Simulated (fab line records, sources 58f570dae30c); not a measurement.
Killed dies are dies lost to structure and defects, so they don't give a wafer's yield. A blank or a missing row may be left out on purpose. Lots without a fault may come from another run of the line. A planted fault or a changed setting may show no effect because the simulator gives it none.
Problem report in the 8D (eight disciplines) form, filled by code | flow berkeley_cmos170 | the parts of the form that need people (team, actions taken, sign-off) are left out

1. THE PROBLEM
PSD_TW at UCB170_PSD_TW_MEAS_10 reads a mean of 2077 on 6 wafers of 2 lots; wafers without a fault read 2326 with a standard deviation of 22. That is -11 standard deviations from the usual mean.
First seen on wafer L134.3, day 11 01:56, on film_metro-03. The record holds 42 wafers of 14 lots with a number at this step. Rule for "out", or "out of limits": more than 4 standard deviations from the usual mean. The other wafers with a number count as sound.

2. WHAT IT IS AND WHAT IT IS NOT
question                    | is                     | is not
which readings at this step | PSD_TW                 | -
which lots                  | L134, L138             | L118, L119, L120, L122, L124, L125, L126, L129, L133, L136, L139, L141
which wafers of those lots  | all that have a number | -
read on which gauges        | film_metro-03          | film_metro-02, film_metro-04
when                        | from day 11 01:56      | up to then (30 sound wafers); but 6 sound wafers of L139, L141 came after

3. SUSPECTS, AND WHAT RULES EACH OUT
Counting: a tool at a process step up to the reading stays a suspect if it ran every lot that is out and no sound lot after the first of them.
- the gauge at UCB170_PSD_TW_MEAS_10: ruled out. All the wafers that are out were read on film_metro-03, but those of them that UCB170_PSD_IMPLANT_08 has rows for are out there too, on other tools.
- implanter-01 at UCB170_PSD_IMPLANT_08: kept. It ran every lot that is out, first L134 (day 11 01:43), and no sound lot after that; its last sound lot up to then is L129 (day 9 17:16). Its own readings are out on those wafers: dose_ions_cm2, faraday_current_uA.
Left after counting: implanter-01 at UCB170_PSD_IMPLANT_08.

4. THE CAUSE (what the simulator had put in)
Process parameter drift: implanter-01, from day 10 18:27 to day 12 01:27, at UCB170_PSD_IMPLANT_08. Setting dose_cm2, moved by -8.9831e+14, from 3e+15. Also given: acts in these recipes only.
Counting left only this tool.

5. THE CHAIN OF EFFECTS, in route order
Each row: a reading whose mean over the struck wafers that have a number lies more than 3 standard deviations from the usual. Only readings for which the record gives a usual standard deviation are gone through. hours: the time from each lot's start at the first step in this table that gives one to its start at this step, as a median over the lots. sigmas: the change in usual standard deviations.
hours | step                       | reading                   | usual         | on struck wafers | change      | sigmas
0     | UCB170_PSD_IMPLANT_08      | dose_ions_cm2             | 3.0002e+15    | 2.1030e+15       | -8.9717e+14 | -99 or more
0     | UCB170_PSD_IMPLANT_08      | end_station_pressure_torr | 1.26e-05 Torr | 1.03e-05         | -2.35e-06   | -3.9
0     | UCB170_PSD_IMPLANT_08      | faraday_current_uA        | 9250          | 6499             | -2751       | -14
0     | UCB170_PSD_STRIP_09        | oes_product_au            | 0.600 a.u.    | 0.652            | +0.052      | +12
0     | UCB170_PSD_STRIP_09        | strip_time_to_endpoint_s  | 29.39 s       | 25.68            | -3.71       | -47
0     | UCB170_PSD_TW_MEAS_10      | PSD_TW                    | 2326          | 2077             | -249        | -11
3     | UCB170_SDANNEAL_RS_MEAS_02 | PSD_RS                    | 75.61 ohm/sq  | 96.62            | +21.01      | +70
The process steps in it:
- UCB170_PSD_IMPLANT_08
- UCB170_PSD_STRIP_09: strips in O2.

6. WHAT WOULD HAVE CAUGHT IT SOONER
In this record the first reading out of limits at a measuring or inspecting step was taken at day 11 01:56, 7 hours after the fault began at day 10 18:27.
The tool's own readings at UCB170_PSD_IMPLANT_08 were out on every struck wafer that the step has a row for (dose_ions_cm2, faraday_current_uA): an alarm limit on them would have fired on the first of those.
Of the lots that are out (2), L138 began UCB170_PSD_IMPLANT_08 on implanter-01 after day 11 01:56. A hold on the tool at that time would have spared it.
